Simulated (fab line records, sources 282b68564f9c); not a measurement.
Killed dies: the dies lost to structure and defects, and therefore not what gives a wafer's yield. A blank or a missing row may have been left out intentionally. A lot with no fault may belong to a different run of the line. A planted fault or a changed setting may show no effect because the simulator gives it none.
fab line records	flow ritCmos
record: lots: 7	wafers: 21	lastDay: 7
route steps=202 shown GATE@89 REOX@98 NLDD@103 PLDD@114 SPACER@125 M1@202
lots untouched by any fault: they come from a run of this same line in which no faults occurred
startH: hours from the record's opening day to when the first of the lot's shown wafers began	waitH: hours since the lot's step before	" as in the row above	L1.1+2: one row covering several wafers at once	- either no value or no given start	* or withheld: withheld	< > ~ a bound
route shown NAME@n: NAME is a module with steps in the file, n the number in the route of the first one	usual: average and standard deviation across the fault-free wafers	same: alike in all rows	chamber/n: place in a boat	sites: readings site by site	_std_site: how widely they spread, as a standard deviation	_edge_site: the outer-site mean with the inner-site mean subtracted	radiusMm: for every site, how far away it sits from the centre of the wafer	mask NAME#n: copy n	behind: the most recent tool/chamber to have shaped the wafer	hold: why the lot was held/for how many hours/how that ended	device: which transistor (n, p or np) failed to switch	end of line: the tests these same wafers got at the end of their route	a step without rows: its recipe alone	killed: dies that structure and defects cost at the first sort, which is not the same as the wafer's yield	map: the dies of a wafer, with x for killed, . for not killed, _ for no die there
set.NAME: the setting the step ran with; set.NAME@STEP: the setting that earlier step ran with	model.NAME: the simulator's own value behind a step, which no gauge read
lots at selected steps of the route; one table per step, one row per wafer
services: a tool's chamber out of use, with start hour (startH, from the record's first day; less than 0 if before it), hours out, and reason
== steps ==
step: RIT_GATE_EXPOSE_13
recipe: maskId: M6	na: 0.6	sourceShape: conventional	sigmaOuter: 0.6	targetCdNm: 150	doseMj: 388.4
step: RIT_GATE_PEB_14
recipe: resist: NOVOLAK	tempC: withheld	timeS: withheld
step: RIT_GATE_DEVELOP_15
recipe: resist: NOVOLAK	developTimeS: 50	devTempC: 23
step: RIT_GATE_CD_MEAS_16
recipe: targetCdNm: 150
usual: cdNm: 150.4/2.3
lot.wafer	tool	chamber	startH	waitH	cdNm
L987.1	cdSem-01	-	38.26	-	145.5
L987.3	"	-	"	"	148.3
L987.4	"	-	"	"	147.6
L995.1	cdSem-01	-	82.79	-	148.7
L995.5	"	-	"	"	148.1
L995.6	"	-	"	"	150.0
L100.2	cdSem-02	-	104.04	-	146.6
L100.4	"	-	"	"	148.2
L100.5	"	-	"	"	150.0
L101.1	cdSem-02	-	111.82	-	153.0
L101.4	"	-	"	"	153.3
L101.5	"	-	"	"	152.3
L102.1	cdSem-01	-	113.56	-	152.7
L102.2	"	-	"	"	151.8
L102.6	"	-	"	"	152.5
L103.1	cdSem-01	-	119.52	-	150.6
L103.3	"	-	"	"	149.0
L103.5	"	-	"	"	152.3
L109.3	cdSem-02	-	151.62	-	149.8
L109.4	"	-	"	"	149.5
L109.5	"	-	"	"	150.2
step: RIT_GATE_OVL_MEAS_17
usual: GATE_OVL: -0.9/1.4
lot.wafer	tool	chamber	startH	waitH	GATE_OVL[nm]
L987.1	overlay-01	-	38.38	0.1	-1.7
L987.3	"	-	"	"	-1.8
L987.4	"	-	"	"	0.5
L995.1	overlay-01	-	82.91	0.1	0.1
L995.5	"	-	"	"	-1.0
L995.6	"	-	"	"	-0.3
L100.2	overlay-02	-	104.14	0.1	-2.1
L100.4	"	-	"	"	-2.8
L100.5	"	-	"	"	-2.5
L101.1	overlay-02	-	111.94	0.1	-0.7
L101.4	"	-	"	"	-2.2
L101.5	"	-	"	"	-1.3
L102.1	overlay-02	-	113.68	0.1	-1.3
L102.2	"	-	"	"	-2.6
L102.6	"	-	"	"	-1.7
L103.1	overlay-02	-	119.64	0.1	-1.8
L103.3	"	-	"	"	-3.2
L103.5	"	-	"	"	-0.6
L109.3	overlay-02	-	151.71	0.1	-0.1
L109.4	"	-	"	"	0.4
L109.5	"	-	"	"	0.2
step: RIT_GATE_HARDBAKE_18
recipe: resist: NOVOLAK	tempC: 140	timeS: 60
step: RIT_GATE_ETCH_19
recipe: chemistry: SF6/CHF3/O2	timeS: 165	SF6_flow_sccm: 30	CHF3_flow_sccm: 30	O2_flow_sccm: 5	target: poly-Si	pressureMtorr: 40	rfW: 160	targetDepthA: 3125	overEtchFrac: 0.25	stopOn: SiO2
usual: drypumpMotorCurrentA: 5.7/0.31	oesProductAu: 0.844/0.014	throttleValvePct: 10.28/0.12
same: timeS: 165
lot.wafer	tool	chamber	startH	waitH	drypumpMotorCurrentA	oesProductAu	rfHoursCounterH	throttleValvePct
L987.1	rieSi-02	2	38.57	0.1	5.4	0.831	43	10.19
L987.3	"	1	"	"	5.6	0.853	46	10.35
L987.4	"	0	"	"	6.2	0.852	-	10.17
L995.1	rieSi-02	1	83.10	0.1	5.6	0.867	46	10.35
L995.5	"	1	"	"	5.6	0.855	-	10.35
L995.6	"	2	"	"	5.3	0.827	-	10.19
L100.2	rieSi-01	1	104.32	0.1	5.7	0.843	79	10.33
L100.4	"	2	"	"	5.4	0.861	0	10.17
L100.5	"	3	"	"	6.3	0.847	-	10.16
L101.1	rieSi-02	3	112.12	0.1	5.8	0.845	61	10.49
L101.4	"	0	"	"	6.2	0.868	73	10.17
L101.5	"	0	"	"	6.2	0.845	-	10.15
L102.1	rieSi-01	1	113.86	0.1	5.7	0.861	79	10.32
L102.2	"	3	"	"	6.3	0.859	55	10.14
L102.6	"	1	"	"	5.7	0.838	-	10.32
L103.1	rieSi-02	3	119.82	0.1	5.8	0.827	61	10.48
L103.3	"	2	"	"	5.3	0.825	44	10.18
L103.5	"	1	"	"	5.6	0.861	-	10.35
L109.3	rieSi-02	2	151.88	0.1	5.3	0.822	44	10.20
L109.4	"	3	"	"	5.7	0.832	-	10.50
L109.5	"	2	"	"	5.3	0.840	-	10.20
step: RIT_GATE_STRIP_20
recipe: chemistry: O2	timeS: 180	resist: NOVOLAK	platenTempC: withheld	powerW: 500	pressureMtorr: 4000	o2FlowSccm: 4149
usual: drypumpMotorCurrentA: 5.84/0.3
same: timeS: 180
lot.wafer	tool	chamber	startH	waitH	drypumpMotorCurrentA	rfHoursCounterH
L987.1	plasmaAsher-01	1	38.68	0.1	5.50	40
L987.3	"	1	"	"	5.54	-
L987.4	"	0	"	"	6.25	-
L995.1	plasmaAsher-03	1	83.21	0.1	5.80	29
L995.5	"	1	"	"	5.79	-
L995.6	"	0	"	"	6.06	-
L100.2	plasmaAsher-03	0	104.43	0.1	6.05	31
L100.4	"	0	"	"	6.07	-
L100.5	"	0	"	"	6.05	-
L101.1	plasmaAsher-01	1	112.23	0.1	5.51	48
L101.4	"	0	"	"	6.24	-
L101.5	"	0	"	"	6.25	-
L102.1	plasmaAsher-03	1	113.97	0.1	5.78	33
L102.2	"	0	"	"	6.06	33
L102.6	"	0	"	"	6.05	-
L103.1	plasmaAsher-04	1	119.93	0.1	5.56	0
L103.3	"	0	"	"	5.41	-
L103.5	"	0	"	"	5.41	-
L109.3	plasmaAsher-03	0	152.05	0.1	6.05	-
L109.4	"	1	"	"	5.82	-
L109.5	"	0	"	"	6.04	-
step: RIT_GATE_CD_MEAS_90
recipe: targetCdNm: 150
usual: cdNm: 150.3/2.3
lot.wafer	tool	chamber	startH	waitH	cdNm
L987.1	cdSem-01	-	38.85	0.1	145.5
L987.3	"	-	"	"	148.0
L987.4	"	-	"	"	147.6
L995.1	cdSem-01	-	83.38	0.1	148.0
L995.5	"	-	"	"	147.9
L995.6	"	-	"	"	150.4
L100.2	cdSem-02	-	104.63	0.1	146.6
L100.4	"	-	"	"	147.6
L100.5	"	-	"	"	149.8
L101.1	cdSem-02	-	112.41	0.1	153.5
L101.4	"	-	"	"	153.2
L101.5	"	-	"	"	152.2
L102.1	cdSem-02	-	114.15	0.1	153.4
L102.2	"	-	"	"	152.4
L102.6	"	-	"	"	152.1
L103.1	cdSem-02	-	120.10	0.1	150.8
L103.3	"	-	"	"	148.9
L103.5	"	-	"	"	152.2
L109.3	cdSem-02	-	152.21	0.1	149.3
L109.4	"	-	"	"	149.4
L109.5	"	-	"	"	150.3
step: RIT_REOX_CLEAN_00
recipe: chemistry: SC1	mix: 3:3:50	timeS: 600	tempC: 75
step: RIT_REOX_CLEAN_01
recipe: chemistry: dHF	dilution: 50:1	timeS: 30
step: RIT_REOX_CLEAN_02
recipe: chemistry: SC2	mix: 3:3:50	timeS: 600	tempC: 75	dry: n2Spin
step: RIT_REOX_OXIDATION_03
recipe: tempC: 900	ambient: O2	targetThkA: 252	oxTimeS: 5580
usual: tubeCenterTempC: 899.99/0.08
lot.wafer	tool	chamber	startH	waitH	tubeCenterTempC
L987.1	furnace-04	0	39.86	0.5	899.91
L987.3	"	0	"	"	900.01
L987.4	"	0	"	"	900.03
L995.1	furnace-01	0	83.87	0.0	899.99
L995.5	"	0	"	"	899.86
L995.6	"	0	"	"	900.2
L100.2	furnace-03	0	106.43	1.3	899.97
L100.4	"	0	"	"	900.09
L100.5	"	0	"	"	900.03
L101.1	furnace-04	0	112.89	0.0	899.99
L101.4	"	0	"	"	900
L101.5	"	0	"	"	900.01
L102.1	furnace-04	0	115.44	0.8	899.99
L102.2	"	0	"	"	899.98
L102.6	"	0	"	"	900.02
L103.1	furnace-04	0	120.77	0.2	899.93
L103.3	"	0	"	"	900.15
L103.5	"	0	"	"	899.91
L109.3	furnace-03	0	153.00	0.0	900.07
L109.4	"	0	"	"	900.01
L109.5	"	0	"	"	899.95
step: RIT_REOX_THK_MEAS_04
recipe: reads: SiO2_of_REOX_OXIDATION_03
usual: REOX_OXIDE_THK: 25.3/0.42
lot.wafer	tool	chamber	startH	waitH	REOX_OXIDE_THK[nm]
L987.1	filmMetro-03	-	42.41	0.0	24.9
L987.3	"	-	"	"	24.8
L987.4	"	-	"	"	24.8
L995.1	filmMetro-02	-	86.42	0.0	24.8
L995.5	"	-	"	"	24.5
L995.6	"	-	"	"	25.1
L100.2	filmMetro-03	-	108.99	0.0	25.8
L100.4	"	-	"	"	25.7
L100.5	"	-	"	"	25.7
L101.1	filmMetro-03	-	115.44	0.0	25.1
L101.4	"	-	"	"	25.5
L101.5	"	-	"	"	25.8
L102.1	filmMetro-03	-	117.99	0.0	26.0
L102.2	"	-	"	"	25.8
L102.6	"	-	"	"	25.8
L103.1	filmMetro-02	-	123.32	0.0	24.6
L103.3	"	-	"	"	24.7
L103.5	"	-	"	"	24.7
L109.3	filmMetro-02	-	155.57	0.0	25.5
L109.4	"	-	"	"	25.2
L109.5	"	-	"	"	25.6
step: RIT_NLDD_HMDS_00
recipe: primeTimeS: 60	primeTempC: 140
step: RIT_NLDD_COAT_01
recipe: resist: NOVOLAK	spinRpm: 3250	resistThkNm: 1000
step: RIT_NLDD_SOFTBAKE_02
recipe: resist: NOVOLAK	tempC: 90	timeS: 60
step: RIT_NLDD_EXPOSE_03
recipe: maskId: M7	na: 0.57	targetCdNm: 40700	doseMj: 250
step: RIT_NLDD_PEB_04
recipe: resist: NOVOLAK	tempC: withheld	timeS: withheld
step: RIT_NLDD_DEVELOP_05
recipe: resist: NOVOLAK	developTimeS: 50	devTempC: 23
step: RIT_NLDD_OVL_MEAS_06
usual: NLDD_OVL: 0.3/1.3
lot.wafer	tool	chamber	startH	waitH	NLDD_OVL[nm]
L987.1	overlay-01	-	43.44	-	-1.7
L987.3	"	-	"	"	0.4
L987.4	"	-	"	"	-0.4
L995.1	overlay-02	-	87.33	-	-1.1
L995.5	"	-	"	"	-1.6
L995.6	"	-	"	"	-2.4
L100.2	overlay-01	-	110.02	-	0.6
L100.4	"	-	"	"	1.0
L100.5	"	-	"	"	1.8
L101.1	overlay-02	-	116.35	-	-0.3
L101.4	"	-	"	"	0.5
L101.5	"	-	"	"	1.5
L102.1	overlay-01	-	119.03	-	0.8
L102.2	"	-	"	"	-0.7
L102.6	"	-	"	"	-1.9
L103.1	overlay-01	-	124.35	-	0.9
L103.3	"	-	"	"	0.8
L103.5	"	-	"	"	-0.4
L109.3	overlay-02	-	156.47	-	1.2
L109.4	"	-	"	"	0.1
L109.5	"	-	"	"	1.4
step: RIT_NLDD_HARDBAKE_07
recipe: resist: NOVOLAK	tempC: 140	timeS: 60
step: RIT_NLDD_IMPLANT_08
recipe: species: P	energyKev: 20	doseCm2: 5e+14	tiltDeg: 7
step: RIT_NLDD_STRIP_09
recipe: chemistry: O2	timeS: 180	resist: NOVOLAK	platenTempC: withheld	powerW: 500	pressureMtorr: 4000	o2FlowSccm: 4000
usual: drypumpMotorCurrentA: 5.85/0.24
same: timeS: 180
lot.wafer	tool	chamber	startH	waitH	drypumpMotorCurrentA	rfHoursCounterH
L987.1	plasmaAsher-03	0	43.78	0.1	6.07	25
L987.3	"	1	"	"	5.83	-
L987.4	"	0	"	"	6.04	-
L995.1	plasmaAsher-03	0	87.89	0.1	6.07	29
L995.5	"	1	"	"	5.83	-
L995.6	"	0	"	"	6.08	-
L100.2	plasmaAsher-03	1	110.35	0.1	5.81	32
L100.4	"	1	"	"	5.81	-
L100.5	"	1	"	"	5.83	-
L101.1	plasmaAsher-02	0	116.69	0.1	5.80	48
L101.4	"	1	"	"	6.20	-
L101.5	"	1	"	"	6.21	-
L102.1	plasmaAsher-02	1	119.36	0.1	6.18	48
L102.2	"	0	"	"	5.83	48
L102.6	"	0	"	"	5.81	-
L103.1	plasmaAsher-03	0	124.69	0.1	6.06	34
L103.3	"	1	"	"	5.80	-
L103.5	"	1	"	"	5.87	-
L109.3	plasmaAsher-02	1	156.86	0.1	6.14	-
L109.4	"	0	"	"	5.80	-
L109.5	"	0	"	"	5.82	-
step: RIT_NLDD_TW_MEAS_10
usual: NLDD_TW: 2466/27
lot.wafer	tool	chamber	startH	waitH	NLDD_TW
L987.1	filmMetro-01	-	43.95	0.1	2454
L987.3	"	-	"	"	2465
L987.4	"	-	"	"	2455
L995.1	filmMetro-02	-	88.06	0.1	2472
L995.5	"	-	"	"	2464
L995.6	"	-	"	"	2464
L100.2	filmMetro-02	-	110.54	0.1	2482
L100.4	"	-	"	"	2483
L100.5	"	-	"	"	2495
L101.1	filmMetro-03	-	116.86	0.1	2480
L101.4	"	-	"	"	2474
L101.5	"	-	"	"	2492
L102.1	filmMetro-03	-	119.54	0.1	2489
L102.2	"	-	"	"	2482
L102.6	"	-	"	"	2481
L103.1	filmMetro-01	-	124.86	0.1	2428
L103.3	"	-	"	"	2430
L103.5	"	-	"	"	2437
L109.3	filmMetro-01	-	156.99	0.1	2428
L109.4	"	-	"	"	2435
L109.5	"	-	"	"	2442
step: RIT_PLDD_HMDS_00
recipe: primeTimeS: 60	primeTempC: 140
step: RIT_PLDD_COAT_01
recipe: resist: NOVOLAK	spinRpm: 3250	resistThkNm: 1000
step: RIT_PLDD_SOFTBAKE_02
recipe: resist: NOVOLAK	tempC: 90	timeS: 60
step: RIT_PLDD_EXPOSE_03
recipe: maskId: M8	na: 0.57	targetCdNm: 40900	doseMj: 250
step: RIT_PLDD_PEB_04
recipe: resist: NOVOLAK	tempC: withheld	timeS: withheld
step: RIT_PLDD_DEVELOP_05
recipe: resist: NOVOLAK	developTimeS: 51.09	devTempC: 23
step: RIT_PLDD_OVL_MEAS_06
usual: PLDD_OVL: 0.4/1.7
lot.wafer	tool	chamber	startH	waitH	PLDD_OVL[nm]
L987.1	overlay-01	-	44.99	-	0.7
L987.3	"	-	"	"	-0.2
L987.4	"	-	"	"	4.5
L995.1	overlay-01	-	88.97	-	1.7
L995.5	"	-	"	"	-0.6
L995.6	"	-	"	"	-1.3
L100.2	overlay-01	-	111.57	-	3.2
L100.4	"	-	"	"	1.5
L100.5	"	-	"	"	4.4
L101.1	overlay-01	-	117.77	-	0.9
L101.4	"	-	"	"	1.2
L101.5	"	-	"	"	-0.3
L102.1	overlay-01	-	120.62	-	-0.7
L102.2	"	-	"	"	-0.3
L102.6	"	-	"	"	0.9
L103.1	overlay-02	-	125.77	-	-0.7
L103.3	"	-	"	"	3.2
L103.5	"	-	"	"	2.2
L109.3	overlay-01	-	157.98	-	2.2
L109.4	"	-	"	"	2.2
L109.5	"	-	"	"	0.1
step: RIT_PLDD_HARDBAKE_07
recipe: resist: NOVOLAK	tempC: 140	timeS: 60
step: RIT_PLDD_IMPLANT_08
recipe: species: BF2	energyKev: 20	doseCm2: 9e+14	tiltDeg: 7
step: RIT_PLDD_STRIP_09
recipe: chemistry: O2	timeS: 180	resist: NOVOLAK	platenTempC: withheld	powerW: 500	pressureMtorr: 4000	o2FlowSccm: 4000
usual: drypumpMotorCurrentA: 5.94/0.22
same: timeS: 180
lot.wafer	tool	chamber	startH	waitH	drypumpMotorCurrentA	rfHoursCounterH
L987.1	plasmaAsher-02	0	45.33	0.1	5.84	40
L987.3	"	0	"	"	5.80	-
L987.4	"	1	"	"	6.15	-
L995.1	plasmaAsher-01	1	89.31	0.1	5.55	45
L995.5	"	0	"	"	6.21	-
L995.6	"	1	"	"	5.54	-
L100.2	plasmaAsher-03	1	111.90	0.1	5.79	32
L100.4	"	0	"	"	6.05	-
L100.5	"	1	"	"	5.80	-
L101.1	plasmaAsher-02	1	118.11	0.1	6.14	48
L101.4	"	1	"	"	6.13	-
L101.5	"	0	"	"	5.85	-
L102.1	plasmaAsher-03	0	120.96	0.1	6.05	34
L102.2	"	1	"	"	5.85	34
L102.6	"	1	"	"	5.82	-
L103.1	plasmaAsher-03	0	126.11	0.1	6.05	34
L103.3	"	0	"	"	6.07	-
L103.5	"	0	"	"	6.06	-
L109.3	plasmaAsher-03	0	158.36	0.1	6.07	-
L109.4	"	1	"	"	5.80	-
L109.5	"	0	"	"	6.06	-
step: RIT_PLDD_TW_MEAS_10
usual: PLDD_TW: 2328/25
lot.wafer	tool	chamber	startH	waitH	PLDD_TW
L987.1	filmMetro-02	-	45.51	0.1	2327
L987.3	"	-	"	"	2323
L987.4	"	-	"	"	2313
L995.1	filmMetro-02	-	89.49	0.1	2330
L995.5	"	-	"	"	2330
L995.6	"	-	"	"	2319
L100.2	filmMetro-02	-	112.08	0.1	2331
L100.4	"	-	"	"	2317
L100.5	"	-	"	"	2329
L101.1	filmMetro-03	-	118.29	0.1	2347
L101.4	"	-	"	"	2362
L101.5	"	-	"	"	2349
L102.1	filmMetro-02	-	121.13	0.1	2367
L102.2	"	-	"	"	2373
L102.6	"	-	"	"	2359
L103.1	filmMetro-02	-	126.28	0.1	2357
L103.3	"	-	"	"	2370
L103.5	"	-	"	"	2358
L109.3	filmMetro-02	-	158.50	0.1	2339
L109.4	"	-	"	"	2336
L109.5	"	-	"	"	2351
step: RIT_SPACER_CLEAN_00
recipe: chemistry: SC1	mix: 3:3:50	timeS: 600	tempC: 75
step: RIT_SPACER_CLEAN_01
recipe: chemistry: dHF	dilution: 50:1	timeS: 30
step: RIT_SPACER_CLEAN_02
recipe: chemistry: SC2	mix: 3:3:50	timeS: 600	tempC: 75	dry: n2Spin
step: RIT_SPACER_CVD_03
recipe: material: Si3N4	targetThkNm: 250	tempC: 810	precursor: SiH2Cl2/NH3	timeS: 3300	pressureMtorr: 300	sih2cl2FlowSccm: 60	nh3FlowSccm: 150
step: RIT_SPACER_THK_MEAS_04
recipe: reads: Si3N4_of_SPACER_CVD_03
usual: SPACER_NITRIDE_THK: 248.9/2.4
lot.wafer	tool	chamber	startH	waitH	SPACER_NITRIDE_THK[nm]
L987.1	filmMetro-02	-	47.85	0.0	250.3
L987.3	"	-	"	"	248.2
L987.4	"	-	"	"	250.9
L995.1	filmMetro-02	-	91.85	0.0	249.9
L995.5	"	-	"	"	248.4
L995.6	"	-	"	"	249.9
L100.2	filmMetro-04	-	114.45	0.0	248.6
L100.4	"	-	"	"	249.1
L100.5	"	-	"	"	250.3
L101.1	filmMetro-01	-	121.59	0.0	249.8
L101.4	"	-	"	"	251.8
L101.5	"	-	"	"	252.8
L102.1	filmMetro-04	-	123.48	0.0	247.5
L102.2	"	-	"	"	248.0
L102.6	"	-	"	"	249.5
L103.1	filmMetro-04	-	128.63	0.0	245.7
L103.3	"	-	"	"	246.0
L103.5	"	-	"	"	246.1
L109.3	filmMetro-01	-	160.86	0.0	248.4
L109.4	"	-	"	"	246.9
L109.5	"	-	"	"	247.0
step: RIT_SPACER_ETCHBACK_05
recipe: targetDepthA: 2500	SF6_flow_sccm: 30	CHF3_flow_sccm: 30	target: Si3N4	chemistry: SF6/CHF3	pressureMtorr: 40	rfW: 250	timeS: 240	stopOn: SiO2
usual: drypumpMotorCurrentA: 5.6/0.3	oesProductAu: 0.849/0.016	throttleValvePct: 10.24/0.15
same: timeS: 240
lot.wafer	tool	chamber	startH	waitH	drypumpMotorCurrentA	oesProductAu	rfHoursCounterH	throttleValvePct
L987.1	rieDiel-01	2	47.91	0.1	6.0	0.846	91	10.49
L987.3	"	0	"	"	5.8	0.862	100	10.32
L987.4	"	1	"	"	5.4	0.876	115	10.04
L995.1	rieDiel-01	2	91.91	0.1	6.1	0.847	92	10.48
L995.5	"	0	"	"	5.8	0.860	-	10.29
L995.6	"	2	"	"	6.1	0.840	-	10.46
L100.2	rieDiel-04	1	114.50	0.0	5.8	0.847	63	10.31
L100.4	"	0	"	"	5.8	0.852	138	10.03
L100.5	"	3	"	"	5.5	0.870	-	10.14
L101.1	rieDiel-03	2	121.65	0.1	5.3	0.859	6	10.21
L101.4	"	1	"	"	5.2	0.859	-	10.37
L101.5	"	3	"	"	5.6	0.850	-	10.47
L102.1	rieDiel-01	3	123.54	0.1	5.0	0.821	8	10.34
L102.2	"	0	"	"	5.7	0.855	102	10.29
L102.6	"	3	"	"	4.9	0.827	-	10.36
L103.1	rieDiel-03	3	128.69	0.1	5.6	0.835	123	10.48
L103.3	"	2	"	"	5.4	0.847	6	10.21
L103.5	"	3	"	"	5.6	0.842	-	10.47
L109.3	rieDiel-04	2	160.90	0.0	5.4	0.827	71	10.10
L109.4	"	0	"	"	5.8	0.849	139	10.02
L109.5	"	3	"	"	5.5	0.863	-	10.15
step: RIT_M1_PROBE_99
usual: killedAtFrontEnd: 7.2/2.5	killedDies: 7.3/2.5	killedOnRim: 2.0/1.4	killedOpen: 3.8/1.9	killedShort: 3.5/1.8
same: grossDies: 264	killed_at_M0_to_M3: 0	killed_at_M4_up: 0	killedAtBackSide: 0	killedAtContacts: 0	killedAtOther: 0
lot.wafer	tool	chamber	startH	waitH	killedAtFrontEnd	killedDies	killedOnRim	killedOpen	killedShort
L987.1	prober-02	-	59.38	0.1	10	10	4	6	4
L987.3	prober-02	-	59.48	0.2	8	8	2	3	5
L987.4	prober-02	-	59.53	0.2	4	4	1	2	2
L995.1	prober-01	-	103.03	0.1	10	10	3	3	7
L995.5	prober-01	-	103.23	0.2	7	7	5	3	4
L995.6	prober-01	-	103.28	0.2	9	9	5	2	7
L100.2	prober-01	-	125.81	0.1	4	4	1	3	1
L100.4	prober-01	-	125.91	0.2	6	6	1	2	4
L100.5	prober-01	-	125.96	0.2	7	7	3	3	4
L101.1	prober-02	-	132.96	0.1	150	150	46	1	3
L101.4	prober-02	-	133.11	0.2	165	165	41	4	4
L101.5	prober-02	-	133.16	0.2	157	157	36	3	2
L102.1	prober-01	-	134.63	0.1	144	144	36	1	1
L102.2	prober-01	-	134.68	0.1	155	155	43	2	0
L102.6	prober-01	-	134.88	0.2	153	153	39	1	2
L103.1	prober-02	-	140.04	0.1	153	153	40	1	4
L103.3	prober-02	-	140.14	0.2	159	159	40	0	1
L103.5	prober-02	-	140.24	0.2	159	159	40	3	3
L109.3	prober-02	-	172.11	0.2	6	6	1	3	3
L109.4	prober-02	-	172.16	0.2	10	10	2	6	4
L109.5	prober-02	-	172.21	0.2	4	4	0	1	3
killed by level:class
L987.1 GATE:geometricParticle:open=3 FOX1:geometricParticle:open=2 FOX1:geometricParticle:short=1 GATE:geometricParticle:short=1 SPACER:geometricParticle:short=1 SILICIDE:geometricParticle:short=1 SILICIDE:geometricParticle:open=1
L987.3 FOX1:geometricParticle:short=2 REOX:geometricParticle:open=2 GATE:geometricParticle:short=1 GATE:geometricParticle:open=1 REOX:geometricParticle:short=1 SILICIDE:geometricParticle:short=1
L987.4 GATE:geometricParticle:open=1 GATE:geometricParticle:short=1 SILICIDE:geometricParticle:short=1 SILICIDE:geometricParticle:open=1
L995.1 REOX:geometricParticle:short=4 FOX2:geometricParticle:short=2 REOX:geometricParticle:open=2 GATE:geometricParticle:open=1 SILICIDE:geometricParticle:short=1
L995.5 GATE:geometricParticle:short=3 FOX1:geometricParticle:open=2 GATE:geometricParticle:open=1 REOX:geometricParticle:short=1
L995.6 GATE:geometricParticle:short=5 FOX2:geometricParticle:short=1 FOX1:geometricParticle:open=1 SILICIDE:geometricParticle:short=1 SILICIDE:geometricParticle:open=1
L100.2 GATE:geometricParticle:open=3 GATE:geometricParticle:short=1
L100.4 SILICIDE:geometricParticle:short=2 GATE:geometricParticle:open=1 GATE:geometricParticle:short=1 REOX:geometricParticle:short=1 SILICIDE:geometricParticle:open=1
L100.5 GATE:geometricParticle:short=2 SILICIDE:geometricParticle:short=2 GATE:geometricParticle:open=1 SPACER:geometricParticle:open=1 SILICIDE:geometricParticle:open=1
L101.1 REOX:unspecified=146 SILICIDE:geometricParticle:short=2 FOX1:geometricParticle:open=1 FOX2:geometricParticle:short=1
L101.4 REOX:unspecified=157 SPACER:geometricParticle:short=2 GATE:geometricParticle:open=2 REOX:geometricParticle:short=2 FOX1:geometricParticle:open=1 SPACER:geometricParticle:open=1
L101.5 REOX:unspecified=152 FOX2:geometricParticle:open=1 GATE:geometricParticle:short=1 REOX:geometricParticle:short=1 REOX:geometricParticle:open=1 SPACER:geometricParticle:open=1
L102.1 REOX:unspecified=142 GATE:geometricParticle:short=1 GATE:geometricParticle:open=1
L102.2 REOX:unspecified=153 GATE:geometricParticle:open=2
L102.6 REOX:unspecified=150 FOX2:geometricParticle:short=1 REOX:geometricParticle:open=1 REOX:geometricParticle:short=1
L103.1 REOX:unspecified=148 REOX:geometricParticle:short=2 GATE:geometricParticle:open=1 GATE:geometricParticle:short=1 SPACER:geometricParticle:short=1
L103.3 REOX:unspecified=158 GATE:geometricParticle:short=1
L103.5 REOX:unspecified=153 SPACER:geometricParticle:short=3 SPACER:geometricParticle:open=2 GATE:geometricParticle:open=1
L109.3 GATE:geometricParticle:open=3 GATE:geometricParticle:short=3
L109.4 GATE:geometricParticle:open=4 SPACER:geometricParticle:open=2 FOX2:geometricParticle:short=1 GATE:geometricParticle:short=1 REOX:geometricParticle:short=1 SPACER:geometricParticle:short=1
L109.5 GATE:geometricParticle:short=3 REOX:geometricParticle:open=1
map L101.4 (x killed, . not)
________......x_______
_____..xxxxxxxx.xx____
____.xxx.x.x...x.x.___
___.xx...xxxxxx..xxx__
__x..xx.xxx.xxxx..xxx_
__xx.xx.x.xxxxx.xxxxx_
_..x.x..xx.x.xxx.xx.xx
_x.xxxx.x....xxxxx..xx
_x...xx.xx..xxxx.xxx.x
_..xxxxxx..xx..x.xxxx.
__xxx...x...xxx.xxxx._
__xxx.xxxx..xxxx....x_
___xxx.xxxxxxxxx...x__
____x.x.xxxxx..x...___
_____x.x.xx.x..xxx____
________xxx.x.x_______
map L102.2 (x killed, . not)
________xx.x.xx_______
_____x..xx..x.xxxx____
____.xx...xxx...xxx___
___xxxxx.x.x.xx.xx..__
__.x..x.x.x...x.x...x_
__x.x...x..x.xxxx..x._
_x.xxxxxxxxx.x.x.xx..x
_x.x.x..xx.xx.xx.xxxx.
_xx...xxx.xxxx.x.xxx..
_.xxxxxx.xxx..x..x..xx
__...x..xxxxx.x.xxxx._
__xxxx.....xx...xx.x._
___x..x.x.xxxx.xxxx.__
____x..xx.x.x.x.xx.___
_____xxxx.xxxxxxxx____
________...x..x_______
== services ==
tool	chamber	startH	hours	kind
rieDiel-04	2	22.35	9.7	repair
rieDiel-04	-	23.37	14.6	pm
plasmaAsher-03	-	24.30	2.2	repair
rieSi-02	3	35.22	6.9	repair
rieSi-01	2	35.90	-	clean
rieSi-01	2	35.90	23.9	scheduledDown
rieSi-01	2	35.90	23.9	ventCycle
furnace-03	-	69.77	2.6	pm
rieDiel-01	-	70.58	2.8	pm
furnace-03	-	72.37	4.9	pm
rieDiel-01	3	79.01	14.1	repair
plasmaAsher-02	-	79.75	1.5	repair
plasmaAsher-03	-	80.05	2.8	pm
plasmaAsher-01	-	86.60	2.0	repair
plasmaAsher-04	-	108.75	9.0	pm
rieDiel-03	0	114.18	-	clean
rieDiel-03	0	114.18	22.0	scheduledDown
rieDiel-03	-	139.73	1.0	repair
rieDiel-03	-	139.83	1.3	repair
rieSi-02	0	150.03	6.5	repair
rieSi-01	1	150.38	1.3	repair
rieSi-02	-	153.77	10.0	pm
rieDiel-03	-	155.28	15.6	pm
furnace-04	-	159.99	2.6	pm
== key ==
firstSign: step: RIT_M1_PROBE_99	reading: killedAtFrontEnd	direction: up	sigmas: 59	usual: 7.2	struck: 155
effect: step: RIT_M1_PROBE_99	reading: killedDies	direction: up	sigmas: 59	usual: 7.3	struck: 155
metAt RIT_REOX_OXIDATION_03
struckWafers L101.1,L101.4,L101.5,L102.1,L102.2,L102.6,L103.1,L103.3,L103.5
testerLeftOut L101,L102,L103
fault: kind: chamberParticleSource	tool: furnace-04	chamber: -	onsetH: 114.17	steps: RIT_REOX_OXIDATION_03	ratePerVisitCm2: 1.6683	endH: 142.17
testerLeftOut: of these lots the tester's yield and bins aren't shown, on N5 and GAA mostly nor the transistor test; their killed dies are dies lost to structure and defects alone, not to doping, threshold or leakage, so they don't give the yield
